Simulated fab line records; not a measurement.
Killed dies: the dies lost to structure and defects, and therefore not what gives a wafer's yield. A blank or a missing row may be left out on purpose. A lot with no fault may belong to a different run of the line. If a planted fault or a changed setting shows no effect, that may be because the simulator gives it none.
Which of the tools did it? ; flow ritCmos ; Sampling: 14 lots, 42 wafers, 5 of 202 route steps

== WHAT THE GAUGES SHOWED, per wafer ==
RIT_NSD_OVL_MEAS_06. Usual: for NSD_OVL the level is 1.2 nm and the standard deviation is 1.5.
lot;measured;on;NSD_OVL (nm);flag
L276;day 3 04:17;overlay-02;-0.7 0.8 0.5;
L277;day 3 11:31;overlay-02;0.9 0.1 0.3;
L279;day 3 21:08;overlay-02;-1.0 -1.3 -0.6;
L280;day 4 04:09;overlay-02;-1.0 0.2 -1.2;
L281;day 4 06:22;overlay-02;0.7 1.4 -0.7;
L282;day 4 10:26;overlay-01;0.8 2.1 2.1;
L285;day 5 01:04;overlay-01;1.9 1.3 0.9;
L286;day 5 03:53;overlay-01;-0.1 -0.3 2.7;
L292;day 6 07:49;overlay-01;1.2 -0.4 -1.3;
L293;day 6 14:01;overlay-01;1.0 0.6 2.3;
L295;day 7 02:29;overlay-01;2.8 2.3 3.3;
L296;day 7 08:23;overlay-01;2.0 4.3 4.1;
L297;day 7 10:41;overlay-01;3.2 2.2 2.4;
L299;day 8 01:11;overlay-01;2.4 2.0 2.5;

RIT_SDANNEAL_RS_MEAS_07: the measuring method here is four-point-probe. Usual: for NLDD_RS the level is 151.5 ohm/sq and the standard deviation is 0.64.
lot;measured;on;NLDD_RS (ohm/sq);flag
L276;day 3 07:05;filmMetro-01;152.3 152.8 152.4;
L277;day 3 14:25;filmMetro-01;152.4 152.0 152.4;
L279;day 3 23:57;filmMetro-02;152.3 152.0 151.9;
L280;day 4 07:04;filmMetro-02;151.4 150.8 151.5;
L281;day 4 09:16;filmMetro-02;151.0 150.8 151.3;
L282;day 4 13:23;filmMetro-02;150.7 151.5 151.5;
L285;day 5 03:50;filmMetro-03;151.8 151.8 152.0;
L286;day 5 06:41;filmMetro-01;152.0 151.3 152.3;
L292;day 6 10:50;filmMetro-01;152.7 152.2 152.8;
L293;day 6 16:50;filmMetro-03;152.0 151.5 152.2;
L295;day 7 05:23;filmMetro-03;151.6 151.5 151.8;
L296;day 7 11:22;filmMetro-03;151.2 150.8 151.4;
L297;day 7 13:35;filmMetro-01;151.1 152.0 151.6;
L299;day 8 04:01;filmMetro-03;150.5 150.5 150.8;

RIT_M1_CD_MEAS_90: the cd target is 2600 nm. Usual: cdNm reads 2601.1 nm (standard deviation 2.5).
lot;measured;on;cdNm (nm);flag
L276;day 3 12:28;cdSem-01;2601.1 2600.4 2601.3;
L277;day 3 20:04;cdSem-01;2603.1 2602.4 2602.0;
L279;day 4 05:22;cdSem-01;2601.7 2601.5 2602.6;
L280;day 4 12:26;cdSem-02;2597.7 2600.4 2594.7;
L281;day 4 14:35;cdSem-02;2603.3 2602.9 2606.0;
L282;day 4 18:40;cdSem-02;2602.0 2601.0 2602.1;
L285;day 5 09:18;cdSem-02;2604.9 2600.2 2600.7;
L286;day 5 12:05;cdSem-02;2601.8 2601.7 2601.8;
L292;day 6 16:02;cdSem-02;2600.1 2599.3 2601.1;
L293;day 6 22:13;cdSem-02;2597.0 2591.7 2601.1 2597.1 2591.6 2601.3;
L295;day 7 10:41;cdSem-01;2590.7 2591.7 2600.3 2590.6 2592.1 2600.1;
L296;day 7 16:32;cdSem-01;2599.5 2600.4 2598.2;
L297;day 7 19:01;cdSem-01;2601.6 2600.7 2602.7;
L299;day 8 09:48;cdSem-01;2600.8 2601.3 2602.0;

== TOOL THAT RAN EACH LOT (tool first, then ch and the chambers of the sampled wafers, then the start) ==
lot;RIT_M1_METAL_ETCH_12;RIT_M1_STRIP_14
L276;rieMetal-03 ch 0,1, day 3 11:56;plasmaAsher-03 ch 0,1, day 3 12:17
L277;rieMetal-02 ch 0,1, day 3 19:32;plasmaAsher-03 ch 0,1, day 3 19:53
L279;rieMetal-03 ch 0,1, day 4 04:51;plasmaAsher-01 ch 0,1, day 4 05:11
L280;rieMetal-01 ch 0,1, day 4 11:55;plasmaAsher-02 ch 0,1, day 4 12:16
L281;rieMetal-02 ch 0,1, day 4 14:04;plasmaAsher-02 ch 0,1, day 4 14:25
L282;rieMetal-03 ch 0,1, day 4 18:08;plasmaAsher-02 ch 1, day 4 18:28
L285;rieMetal-03 ch 0,1, day 5 08:44;plasmaAsher-03 ch 0,1, day 5 09:05
L286;rieMetal-01 ch 0,1, day 5 11:32;plasmaAsher-03 ch 0,1, day 5 11:53
L292;rieMetal-01 ch 0, day 6 15:30;plasmaAsher-03 ch 0,1, day 6 15:50
L293;rieMetal-03 ch 0,1, day 6 21:43;plasmaAsher-03 ch 0,1, day 6 22:03
L295;rieMetal-03 ch 0,1, day 7 10:11;plasmaAsher-02 ch 1, day 7 10:31
L296;rieMetal-02 ch 0,1, day 7 15:59;plasmaAsher-03 ch 0,1, day 7 16:20
L297;rieMetal-01 ch 0,1, day 7 18:29;plasmaAsher-01 ch 0,1, day 7 18:50
L299;rieMetal-02 ch 0,1, day 8 09:07;plasmaAsher-01 ch 0, day 8 09:37
- RIT_M1_METAL_ETCH_12: etches Al in Cl2/BCl3, stops on SiO2, time 165 s, target depth 600 nm.
- RIT_M1_STRIP_14: strips in O2, time 180 s.

== WHAT THE TOOLS THEMSELVES READ (means of the sampled wafers that have a number; where no wafer has one, the mark that the record gives instead) ==
RIT_M1_METAL_ETCH_12. Usual: drypumpMotorCurrentA 5.5 A, standard deviation 0.34; mfcCl2Sccm 59.99 sccm, standard deviation 0.2; oesProductAu 0.774 a.u., standard deviation 0.014; rfFwdPowerW 249.3 W, standard deviation 0.73; throttleValvePct 8.29 %, standard deviation 0.15.
lot;tool;drypumpMotorCurrentA (A);mfcCl2Sccm (sccm);oesProductAu (a.u.);rfFwdPowerW (W);throttleValvePct (%);flag
L276;rieMetal-03;5.2;59.86;0.774;248.4;8.11;
L277;rieMetal-02;5.8;60.09;0.788;250.2;8.27;
L279;rieMetal-03;5.1;59.88;0.769;248.8;8.19;
L280;rieMetal-01;5.6;59.78;0.768;249.0;8.43;
L281;rieMetal-02;5.6;60.24;0.775;248.8;8.30;
L282;rieMetal-03;5.2;60.21;0.777;249.1;8.11;
L285;rieMetal-03;5.2;59.79;0.781;249.6;8.12;
L286;rieMetal-01;5.6;60.05;0.761;249.2;8.42;
L292;rieMetal-01;5.6;59.91;0.752;248.2;8.38;
L293;rieMetal-03;5.1;59.96;0.768;259.0;8.19;OFF
L295;rieMetal-03;5.2;60.17;0.782;269.0;8.12;OFF
L296;rieMetal-02;5.5;60.26;0.759;248.7;8.30;
L297;rieMetal-01;5.6;60.24;0.759;249.1;8.42;
L299;rieMetal-02;5.6;59.93;0.763;248.7;8.29;

RIT_M1_STRIP_14. Usual: drypumpMotorCurrentA reads 5.4 A (standard deviation 0.44).
lot;tool;drypumpMotorCurrentA (A);flag
L276;plasmaAsher-03;5.6;
L277;plasmaAsher-03;5.7;
L279;plasmaAsher-01;5.1;
L280;plasmaAsher-02;5.2;
L281;plasmaAsher-02;5.2;
L282;plasmaAsher-02;5.1;
L285;plasmaAsher-03;5.6;
L286;plasmaAsher-03;5.8;
L292;plasmaAsher-03;5.6;
L293;plasmaAsher-03;5.5;
L295;plasmaAsher-02;5.1;
L296;plasmaAsher-03;5.8;
L297;plasmaAsher-01;5.5;
L299;plasmaAsher-01;5.8;

== THE ANSWER, worked out from the rows above alone ==
Rule: a lot counts as off when the mean over its wafers that have a number is more than 3 standard deviations away from the usual mean. Also off: a lot with no number at a reading for which 4 or more lots have one. All remaining lots with rows at the step are treated as sound. After the gauges, taken in route order, come the tools' own readings; for these a lot's mean is taken, as printed above. At the first step where some lot is off, the reading lying furthest off is the one used; lots without a number count as furthest.
Off: L293, L295 (RIT_M1_METAL_ETCH_12, rfFwdPowerW).
A tool fits if, at that step or a process step before it, it ran every lot that is off, and no sound lot after the first of them. One fits: rieMetal-03 at RIT_M1_METAL_ETCH_12. Its last sound lot is L285 (day 5 08:44), its first lot that is off L293 (day 6 21:43): a fault that began between those two fits.
On the lots that are off, the tool's own readings at RIT_M1_METAL_ETCH_12 differ by more than 5 times the standard deviation of the sound lots' means, which bears it out; rfFwdPowerW reads 264.0 W there versus 249.0 W on the sound lots.

== WHAT THE SIMULATOR HAD PUT IN ==
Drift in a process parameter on rieMetal-03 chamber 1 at RIT_M1_METAL_ETCH_12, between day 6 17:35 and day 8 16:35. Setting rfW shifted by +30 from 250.
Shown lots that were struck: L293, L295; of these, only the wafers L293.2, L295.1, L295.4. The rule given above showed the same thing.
